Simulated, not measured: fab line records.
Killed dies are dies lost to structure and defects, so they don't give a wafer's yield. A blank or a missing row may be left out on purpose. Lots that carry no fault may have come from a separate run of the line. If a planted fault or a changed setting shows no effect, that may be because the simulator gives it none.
Struck lot and sound lot, side by side	flow ritCmos	44 out of 202 route steps
Sound: the wafers L560.1, L560.2, L560.6. Wafers L571.3, L571.4, L571.6 were the ones struck. The cause is named last.
Per side, at each step with rows, come the tool, then ch with its chambers, and then its first start. Under that, the readings that differ: sound wafers	struck wafers	difference of the means	sigmas: that difference in standard deviations of wafers without a fault.
alike: readings with means less than 2 such deviations apart, plus words and numbers identical on both sides. not compared: withheld readings, readings lacking a value on some wafer, bounds such as >300 that could conceal the same value, and numbers that have no deviation in the record and whose values overlap.
Wherever a step has rows on one side only, a row that says differs or no value, or a row with sigmas, the two part there. Non-overlapping numbers with no deviation appear without sigmas and do not part them. Lack of a reading on every wafer of one side parts them only where that side has two or more wafers.

first, 1 step without rows for these wafers: RIT_ACTIVE_HARDBAKE_12 (time 60 s).
RIT_ACTIVE_ETCH_13: etches Si3N4 in SF6, stops on SiO2, time 210 s, target depth 210 nm.
  sound on rieDiel-01 ch 1,2,3, day 2 20:43; struck on rieDiel-01 ch 1,2,3, day 5 04:53
  alike: drypumpMotorCurrentA, oesProductAu, throttleValvePct
  not compared: rfHoursCounterH
RIT_ACTIVE_STRIP_14: strips in O2, time 180 s.
  sound on plasmaAsher-02 ch 0,1, day 2 20:50; struck on plasmaAsher-01 ch 0,1, day 5 05:04
  alike: drypumpMotorCurrentA
  not compared: rfHoursCounterH
RIT_ACTIVE_CD_MEAS_90 targets a cd of 1400 nm.
  sound on cdSem-02 at day 2 21:01; struck on cdSem-02 at day 5 05:13
  alike: cdNm
then, 4 steps without rows for these wafers: RIT_ACTIVE_CLEAN_15 (cleans in SC1, time 600 s); RIT_ACTIVE_CLEAN_16 (cleans in dHF, time 30 s); RIT_ACTIVE_CLEAN_17 (cleans in SC2, time 600 s); RIT_FOX1_OXIDATION_00 (target thk 350.7 nm, ox time 1130 s).
RIT_FOX1_THK_MEAS_01:
  sound on filmMetro-03 at day 2 22:49; struck on filmMetro-04 at day 5 07:01
  alike: FOX1_OXIDE_THK
then, 2 steps without rows for these wafers: RIT_FOX1_WET_ETCH_02 (etches SiO2 in BOE, target depth 350 nm, time 390 s); RIT_FOX2_OXIDATION_00 (target thk 350.7 nm, ox time 1130 s).
RIT_FOX2_THK_MEAS_01:
  sound on filmMetro-03 at day 3 00:19; struck on filmMetro-03 at day 5 08:31
  alike: FOX2_OXIDE_THK
RIT_FOX2_CLEAN_02: cleans in dHF, time 180 s.
  sound on wetBench-04 ch 0, day 3 00:22; struck on wetBench-04 ch 1, day 5 08:33
reading	sound	struck	difference	sigmas
runLengthS (s)	205 205 205	60 60 60	-145	-41
model.SiO2_of_FOX2_OXIDATION_00.thkNm (nm)	330.4 335.8 336	348.2 345.3 343	+11.4	
then, 1 step without rows for these wafers: RIT_FOX2_WET_ETCH_03 (etches Si3N4 in H3PO4, target depth 195 nm, time 2700 s).
RIT_FOX2_THK_MEAS_90:
  sound on filmMetro-03 at day 3 01:11; struck on filmMetro-03 at day 5 09:23
reading	sound	struck	difference	sigmas
FIELD_OXIDE_LEFT_1_THK (nm)	320 325 325	337 334 332	+11	+2
then, 6 steps without rows for these wafers: RIT_NWELL_HMDS_00 (prime time 60 s); RIT_NWELL_COAT_01 (resist thk 1300 nm); RIT_NWELL_SOFTBAKE_02 (time 60 s); RIT_NWELL_EXPOSE_03 (exposes mask M2, target cd 43900 nm); RIT_NWELL_PEB_04; RIT_NWELL_DEVELOP_05 (develop time 68 s).
RIT_NWELL_OVL_MEAS_06:
  sound on overlay-01 at day 3 02:08; struck on overlay-01 at day 5 10:38
  alike: NWELL_OVL
then, 2 steps without rows for these wafers: RIT_NWELL_HARDBAKE_07 (time 120 s); RIT_NWELL_IMPLANT_08.
RIT_NWELL_STRIP_09: strips in O2, time 180 s.
  sound on plasmaAsher-04 ch 0,1, day 3 02:34; struck on plasmaAsher-01 ch 0,1, day 5 11:08
  alike: drypumpMotorCurrentA
  not compared: rfHoursCounterH
RIT_NWELL_TW_MEAS_10:
  sound on filmMetro-01 at day 3 02:44; struck on filmMetro-02 at day 5 11:16
  alike: NWELL_TW
then, 6 steps without rows for these wafers: RIT_PWELL_HMDS_00 (prime time 60 s); RIT_PWELL_COAT_01 (resist thk 1300 nm); RIT_PWELL_SOFTBAKE_02 (time 60 s); RIT_PWELL_EXPOSE_03 (exposes mask M3, target cd 43700 nm); RIT_PWELL_PEB_04; RIT_PWELL_DEVELOP_05 (develop time 68 s).
RIT_PWELL_OVL_MEAS_06:
  sound on overlay-01 at day 3 03:49; struck on overlay-01 at day 5 12:17
  alike: PWELL_OVL
then, 2 steps without rows for these wafers: RIT_PWELL_HARDBAKE_07 (time 120 s); RIT_PWELL_IMPLANT_08.
RIT_PWELL_STRIP_09: strips in O2, time 180 s.
  sound on plasmaAsher-03 ch 0,1, day 3 04:15; struck on plasmaAsher-01 ch 0,1, day 5 12:46
  alike: drypumpMotorCurrentA
  not compared: rfHoursCounterH
RIT_PWELL_TW_MEAS_10:
  sound on filmMetro-01 at day 3 04:25; struck on filmMetro-02 at day 5 12:53
  alike: PWELL_TW
then, 1 step without rows for these wafers: RIT_WELLDRIVE_ANNEAL_00 (time 14700 s).
RIT_WELLDRIVE_RS_MEAS_01: measurement is done with a four-point probe.
  sound on filmMetro-03 at day 3 09:34; struck on filmMetro-03 at day 5 18:41
  alike: NWELL_RS
RIT_WELLDRIVE_RS_MEAS_02: measurement is done with a four-point probe.
  sound on filmMetro-03 at day 3 09:41; struck on filmMetro-03 at day 5 18:49
  alike: PWELL_RS
then, 2 steps without rows for these wafers: RIT_NRETRO_HMDS_00 (prime time 60 s); RIT_NRETRO_COAT_01 (resist thk 1300 nm).
RIT_SILICIDE_WET_ETCH_00: etches SiO2 in BOE, target depth 14 nm, time 15.5 s.
  sound on wetBench-03 ch 3, day 4 10:10; struck on wetBench-02 ch 0, day 6 17:53
reading	sound	struck	difference	sigmas
model.SiO2_of_FOX2_OXIDATION_00.thkNm (nm)	146.7 152.7 152.7	161.2 159.6 158	+8.9	
RIT_M1_PROBE_99:
  sound on prober-01 at day 4 17:04; struck on prober-02 at day 7 00:53
reading	sound	struck	difference	sigmas
model.etest.fieldN.vtV (V)	34.27 35.01 35.13	36.57 36.18 35.81	+1.38	

== WHERE THEY PART ==
Earliest at RIT_FOX2_CLEAN_02; latest, in this record, at RIT_FOX2_THK_MEAS_90. Later steps at which nothing parts them and some readings are alike: RIT_NWELL_OVL_MEAS_06, RIT_NWELL_STRIP_09, RIT_NWELL_TW_MEAS_10, RIT_PWELL_OVL_MEAS_06, RIT_PWELL_STRIP_09, RIT_PWELL_TW_MEAS_10, RIT_WELLDRIVE_RS_MEAS_01, RIT_WELLDRIVE_RS_MEAS_02.

WHY: the cause the simulator had injected
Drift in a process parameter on wetBench-04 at RIT_FOX2_CLEAN_02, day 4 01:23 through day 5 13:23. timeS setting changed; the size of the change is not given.
